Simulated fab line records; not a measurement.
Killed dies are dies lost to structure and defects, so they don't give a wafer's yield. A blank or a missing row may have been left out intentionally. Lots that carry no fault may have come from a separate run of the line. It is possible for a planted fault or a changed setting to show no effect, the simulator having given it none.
fab line records + flow ritCmos
record:
- lots: 13
- wafers: 39
- lastDay: 7
route steps=202 shown GATE@95 M1@202
lots that met no fault: taken from a fault-free run of the same line
startH: the number of hours between the record's first day and the start of the first shown wafer of the lot + waitH: hours from the lot's prior step to this one + " repeats the value in the row above + L1.1+2: a row that stands for several wafers + - no value, or no start was given + * or withheld: withheld + < > ~ a bound
route shown NAME@n: NAME is a module with steps in the file, n the number in the route of the first one + usual: mean/standard deviation of fault-free wafers + same: alike in all rows + chamber/n: place in a boat + sites: per-site readings + _std_site: the standard deviation of these + _edge_site: the outer-site mean with the inner-site mean subtracted + radiusMm: how far each site lies from the wafer's centre + mask NAME#n: copy n + behind: the tool/chamber that last shaped the wafer + hold: what put the lot on hold/how long, in hours/how the hold closed + device: names the non-switching transistor (n, p or np) + end of line: tests run on the same wafers once the route is complete + a step given without rows: its recipe and nothing more + killed: dies lost to structure and defects at the first sort, not the wafer's yield + map: the dies of a wafer, with x for killed, . for not killed, _ for no die there
set.NAME: the setting that was run; set.NAME@STEP: the one run at that earlier step + model.NAME: the simulator's own value behind a step, which no gauge read
route steps across a sampled set of lots; one table per step, one row per wafer
services: from which hour (startH, from the record's first day; less than 0 if before it) a tool's chamber was out of use, for how many hours, and why
== steps ==
step: RIT_GATE_ETCH_19
recipe:
- chemistry: SF6/CHF3/O2
- timeS: 165
- SF6_flow_sccm: 30
- CHF3_flow_sccm: 30
- O2_flow_sccm: 5
- target: poly-Si
- pressureMtorr: 40
- rfW: 160
- targetDepthA: 3125
- overEtchFrac: 0.25
- stopOn: SiO2
usual:
- drypumpMotorCurrentA: 5.7/0.48
- oesProductAu: 0.856/0.016
- throttleValvePct: 10.31/0.16
| lot.wafer | tool     | chamber | startH | waitH | drypumpMotorCurrentA | oesProductAu | rfHoursCounterH | throttleValvePct |
|-----------|----------|---------|--------|-------|----------------------|--------------|-----------------|------------------|
| L106.1    | rieSi-02 | 1       | 37.97  | 0.1   | 5.7                  | 0.830        | 30              | 10.57            |
| L106.5    | "        | 0       | "      | "     | 6.3                  | 0.846        | -               | 10.29            |
| L106.6    | "        | 2       | "      | "     | 6.2                  | 0.877        | -               | 10.28            |
| L107.2    | rieSi-01 | 1       | 44.38  | 0.1   | 5.1                  | 0.875        | 155             | 10.20            |
| L107.3    | "        | 3       | "      | "     | 5.9                  | 0.860        | 68              | 10.04            |
| L107.4    | "        | 0       | "      | "     | 4.9                  | 0.861        | 39              | 10.45            |
| L108.3    | rieSi-02 | 0       | 51.27  | 0.1   | 6.3                  | 0.856        | 41              | 10.31            |
| L108.4    | "        | 0       | "      | "     | 6.3                  | 0.853        | -               | 10.30            |
| L108.6    | "        | 2       | "      | "     | 6.2                  | 0.877        | -               | 10.30            |
| L112.1    | rieSi-02 | 3       | 71.72  | 0.1   | 5.1                  | 0.858        | 103             | 10.17            |
| L112.2    | "        | 1       | "      | "     | 5.7                  | 0.833        | 30              | 10.57            |
| L112.6    | "        | 1       | "      | "     | 5.7                  | 0.822        | -               | 10.56            |
| L114.1    | rieSi-02 | 1       | 78.18  | 0.1   | 5.7                  | 0.840        | 30              | 10.57            |
| L114.2    | "        | 3       | "      | "     | 5.1                  | 0.877        | 103             | 10.16            |
| L114.3    | "        | 0       | "      | "     | 6.3                  | 0.854        | 42              | 10.30            |
| L115.2    | rieSi-01 | 3       | 83.11  | 0.1   | 5.9                  | 0.863        | 68              | 10.06            |
| L115.3    | "        | 2       | "      | "     | 6.0                  | 0.859        | 2               | 10.34            |
| L115.6    | "        | 3       | "      | "     | 5.9                  | 0.864        | -               | 10.05            |
| L117.1    | rieSi-01 | 0       | 92.91  | 0.1   | 5.0                  | 0.860        | 40              | 10.45            |
| L117.3    | "        | 2       | "      | "     | 6.0                  | 0.843        | 2               | 10.36            |
| L117.6    | "        | 0       | "      | "     | 4.9                  | 0.843        | -               | 10.47            |
| L120.2    | rieSi-02 | 1       | 106.92 | 0.1   | 5.7                  | 0.827        | 31              | 10.56            |
| L120.3    | "        | 3       | "      | "     | 5.1                  | 0.861        | 103             | 10.17            |
| L120.4    | "        | 2       | "      | "     | 6.2                  | 0.866        | 1               | 10.30            |
| L122.1    | rieSi-02 | 3       | 118.18 | 0.1   | 5.1                  | 0.867        | 103             | 10.17            |
| L122.5    | "        | 3       | "      | "     | 5.1                  | 0.870        | -               | 10.16            |
| L122.6    | "        | 2       | "      | "     | 6.2                  | 0.872        | -               | 10.32            |
| L124.1    | rieSi-02 | 1       | 126.02 | 0.1   | 5.7                  | 0.836        | 31              | 10.57            |
| L124.3    | "        | 2       | "      | "     | 6.2                  | 0.869        | 1               | 10.30            |
| L124.6    | "        | 3       | "      | "     | 5.1                  | 0.866        | -               | 10.16            |
| L126.3    | rieSi-02 | 0       | 138.11 | 0.1   | 6.3                  | 0.850        | 42              | 10.30            |
| L126.4    | "        | 3       | "      | "     | 5.1                  | 0.861        | 103             | 10.17            |
| L126.5    | "        | 1       | "      | "     | 5.7                  | 0.833        | -               | 10.56            |
| L128.1    | rieSi-02 | 1       | 147.07 | 0.1   | 5.7                  | 0.844        | 31              | 10.57            |
| L128.2    | "        | 3       | "      | "     | 5.1                  | 0.876        | 103             | 10.16            |
| L128.4    | "        | 0       | "      | "     | 6.3                  | 0.858        | 42              | 10.28            |
| L129.1    | rieSi-01 | 1       | 151.34 | 0.1   | 5.1                  | 0.857        | 0               | 10.24            |
| L129.4    | "        | 3       | "      | "     | 5.9                  | 0.854        | 69              | 10.04            |
| L129.5    | "        | 1       | "      | "     | 5.1                  | 0.848        | -               | 10.23            |
step: RIT_M1_PROBE_99
usual:
- killedAtContacts: 0.1/0.25
- killedAtFrontEnd: 6.3/2.9
- killedDies: 6.4/2.9
- killedOpen: 3.3/2.1
- killedShort: 3.1/1.7
same:
- grossDies: 264
- killed_at_M0_to_M3: 0
- killed_at_M4_up: 0
- killedAtBackSide: 0
- killedAtOther: 0
| lot.wafer | tool      | chamber | startH | waitH | killedAtContacts | killedAtFrontEnd | killedDies | killedOpen | killedShort |
|-----------|-----------|---------|--------|-------|------------------|------------------|------------|------------|-------------|
| L115.2    | prober-02 | -       | 103.39 | 0.1   | 0                | 35               | 35         | 1          | 3           |
| L115.3    | prober-02 | -       | 103.44 | 0.2   | 0                | 36               | 36         | 3          | 1           |
| L115.6    | prober-02 | -       | 103.59 | 0.2   | 1                | 40               | 41         | 3          | 2           |
| L117.1    | prober-02 | -       | 112.64 | 0.1   | 0                | 35               | 35         | 3          | 2           |
| L117.3    | prober-02 | -       | 112.74 | 0.2   | 0                | 33               | 33         | 2          | 1           |
| L117.6    | prober-02 | -       | 112.89 | 0.2   | 0                | 42               | 42         | 5          | 5           |
killed by level:class
L115.2 GATE:unspecified=31 GATE:geometricParticle:open=1 GATE:geometricParticle:short=1 REOX:geometricParticle:short=1 SILICIDE:geometricParticle:short=1
L115.3 GATE:unspecified=32 FOX1:geometricParticle:open=1 GATE:geometricParticle:open=1 REOX:geometricParticle:open=1 SILICIDE:geometricParticle:short=1
L115.6 GATE:unspecified=36 REOX:geometricParticle:short=1 SPACER:geometricParticle:open=1 SILICIDE:geometricParticle:open=1 SILICIDE:geometricParticle:short=1 CONTACT:geometricParticle:open=1
L117.1 GATE:unspecified=30 GATE:geometricParticle:open=2 GATE:geometricParticle:short=1 SILICIDE:geometricParticle:open=1 SILICIDE:geometricParticle:short=1
L117.3 GATE:unspecified=30 FOX1:geometricParticle:open=1 REOX:geometricParticle:short=1 SPACER:geometricParticle:open=1
L117.6 GATE:unspecified=32 SPACER:geometricParticle:short=3 FOX1:geometricParticle:open=2 SPACER:geometricParticle:open=2 GATE:geometricParticle:short=1 SILICIDE:geometricParticle:open=1 SILICIDE:geometricParticle:short=1
== services ==
| tool     | chamber | startH | hours | kind          |
|----------|---------|--------|-------|---------------|
| rieSi-02 | 3       | 37.15  | 18.3  | repair        |
| rieSi-01 | 1       | 87.89  | -     | clean         |
| rieSi-01 | 1       | 87.89  | 25.8  | scheduledDown |
| rieSi-01 | 1       | 87.89  | 25.8  | ventCycle     |
| rieSi-02 | -       | 95.57  | 0.3   | repair        |
| rieSi-02 | -       | 126.49 | 1.6   | repair        |
== key ==
firstSign:
- step: RIT_M1_PROBE_99
- reading: killedAtFrontEnd
- direction: up
- sigmas: 10
- usual: 6.3
- struck: 36.8
effect:
- step: RIT_M1_PROBE_99
- reading: killedDies
- direction: up
- sigmas: 10
- usual: 6.4
- struck: 37
metAt RIT_GATE_ETCH_19
struckLots L115,L117
testerLeftOut L115,L117
onsetBetween 44.38 83.11
fault:
- kind: chamberParticleSource
- tool: rieSi-01
- chamber: -
- onsetH: 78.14
- steps: RIT_GATE_ETCH_19
- ratePerVisitCm2: 0.8136
- endH: 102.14
testerLeftOut: of these lots the tester's yield and bins aren't shown, on N5 and GAA mostly nor the transistor test; their killed dies are dies lost to structure and defects alone, not to doping, threshold or leakage, so they don't give the yield
